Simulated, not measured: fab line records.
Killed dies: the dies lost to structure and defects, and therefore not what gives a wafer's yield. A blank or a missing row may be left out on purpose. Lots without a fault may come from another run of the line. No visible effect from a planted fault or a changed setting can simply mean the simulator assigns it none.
Code-filled problem report in 8D (eight disciplines) form | flow rit cmos | the parts of the form that need people (team, actions taken, sign-off) are left out

## 1. THE PROBLEM
Wafers without a fault read 627.4 s, standard deviation 2.9; run length s at RIT_REOX_CLEAN_02 reads a mean of 512.8 s on 6 wafers belonging to 2 lots. That puts it -40 standard deviations away from the usual mean.
The step: cleans in SC2, time 600 s.
First observed at day 6 14:45: wafer L926.1, on wet bench-01. The record has a number at this step for 42 wafers belonging to 14 lots. By rule, "out" or "out of limits" means more than 4 standard deviations away from the usual mean. The rest of the wafers with a number are treated as sound.

## 2. WHAT IT IS, AND WHAT IT ISN'T
question                    | is                     | is not
which readings at this step | run length s           | -
which lots                  | L926, L927             | L908, L909, L910, L911, L912, L913, L914, L916, L917, L918, L919, L930
which wafers of those lots  | all that have a number | -
read on which tools         | wet bench-01           | wet bench-03, wet bench-04
when                        | from day 6 14:45       | up to then (33 sound wafers); but 3 sound wafers of L930 came after

## 3. WHAT RULES OUT EACH SUSPECT
Counting: a tool stays on the suspect list if, at a process step up to the reading, it processed all lots that are out and no sound lot following the first of them.
- wet bench-01 at RIT_REOX_CLEAN_02 (cleans in SC2, time 600 s): kept. It processed each lot that is out, first L926 at day 6 14:45, and no sound lot thereafter; up to then, the last sound lot it processed was L914 at day 4 09:08. On those wafers its own readings are out: run length s.
The count leaves wet bench-01 at RIT_REOX_CLEAN_02.

## 4. THE CAUSE (what the simulator had put in)
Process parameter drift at RIT_REOX_CLEAN_02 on wet bench-01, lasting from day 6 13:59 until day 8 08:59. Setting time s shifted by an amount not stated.
After counting, this tool was the only one left.

## 5. SEQUENCE OF EFFECTS, ordered by route
Each row: a reading where the mean over the struck wafers with a number is more than 3 standard deviations away from the usual. Only readings whose record carries a usual standard deviation are examined. hours: median over the lots of the time between each lot's start at the first step of this table that gives one and its start at this step. sigmas: the change, counted in usual standard deviations.
hours | step              | reading            | usual   | on struck wafers | change | sigmas
0     | RIT_REOX_CLEAN_02 | run length s       | 627.4 s | 512.8            | -114.6 | -40
20    | RIT_M1_PROBE_99   | killed at contacts | 0.0     | 0.7              | +0.7   | +3.0
Process steps it contains:
- RIT_REOX_CLEAN_02: cleans in SC2, time 600 s.
- RIT_M1_PROBE_99
At these later measuring or inspecting steps, every struck wafer for which the step has a row has a number for every such reading, and none has moved that far: RIT_PSD_OVL_MEAS_06.

## 6. HOW IT WOULD HAVE BEEN CAUGHT EARLIER
In this record the first reading out of limits was taken at day 6 14:45, 1 hour after the fault began at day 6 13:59.
